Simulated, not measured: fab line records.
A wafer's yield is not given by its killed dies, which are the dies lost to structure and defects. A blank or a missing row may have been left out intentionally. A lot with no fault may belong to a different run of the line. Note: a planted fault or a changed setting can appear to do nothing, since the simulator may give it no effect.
Chamber matching / flow berkeleyCmos170 / 4 sister chambers for UCB170_V1_CMP_02 on cmp-01
The step polishes SiO2. 8 wafers are shown with their chamber, then 7 later ones without.

== WAFERS PAIRED WITH THEIR CHAMBERS ==
wafer=L381.2; chamber=0; motorCurrentA (A)=15.3
wafer=L389.1; chamber=1; motorCurrentA (A)=18.4
wafer=L389.6; chamber=3; motorCurrentA (A)=12.1
wafer=L393.1; chamber=0; motorCurrentA (A)=14.2
wafer=L393.4; chamber=2; motorCurrentA (A)=15.2
wafer=L393.5; chamber=3; motorCurrentA (A)=12.3
wafer=L394.1; chamber=1; motorCurrentA (A)=17.5
wafer=L394.3; chamber=2; motorCurrentA (A)=15.2

== WAFERS WHOSE CHAMBER IS MISSING ==
wafer=L394.4; motorCurrentA (A)=13.0
wafer=L397.1; motorCurrentA (A)=14.7
wafer=L397.4; motorCurrentA (A)=18.5
wafer=L397.5; motorCurrentA (A)=15.6
wafer=L400.3; motorCurrentA (A)=12.5
wafer=L400.4; motorCurrentA (A)=17.7
wafer=L400.6; motorCurrentA (A)=17.5

== WHICH CHAMBER EACH ONE RAN IN ==
wafer=L394.4; from the rows above=can't be placed: 3 or 0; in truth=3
wafer=L397.1; from the rows above=can't be placed: 0 or 2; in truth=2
wafer=L397.4; from the rows above=1; in truth=1
wafer=L397.5; from the rows above=can't be placed: 2 or 0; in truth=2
wafer=L400.3; from the rows above=3; in truth=3
wafer=L400.4; from the rows above=1; in truth=1
wafer=L400.6; from the rows above=1; in truth=1
4 of 7 placed correctly. Cannot be placed on the basis of these rows: 3; the candidates contain the true chamber in 3. Number placed wrongly: 0.
How it was worked out, from the rows above alone: a wafer's distance from a chamber is the root of the sum, over the readings, of the square of ((its reading less the chamber's mean) divided by the reading's scatter). The wafer belongs to the nearest chamber; if the next one is less than 2 further off, it can't be placed. The mean given for a chamber averages the wafers shown for that chamber. The scatter: the root of (the sum of the squares of (reading less its chamber's mean) over the shown wafers, divided by (wafers less chambers)).
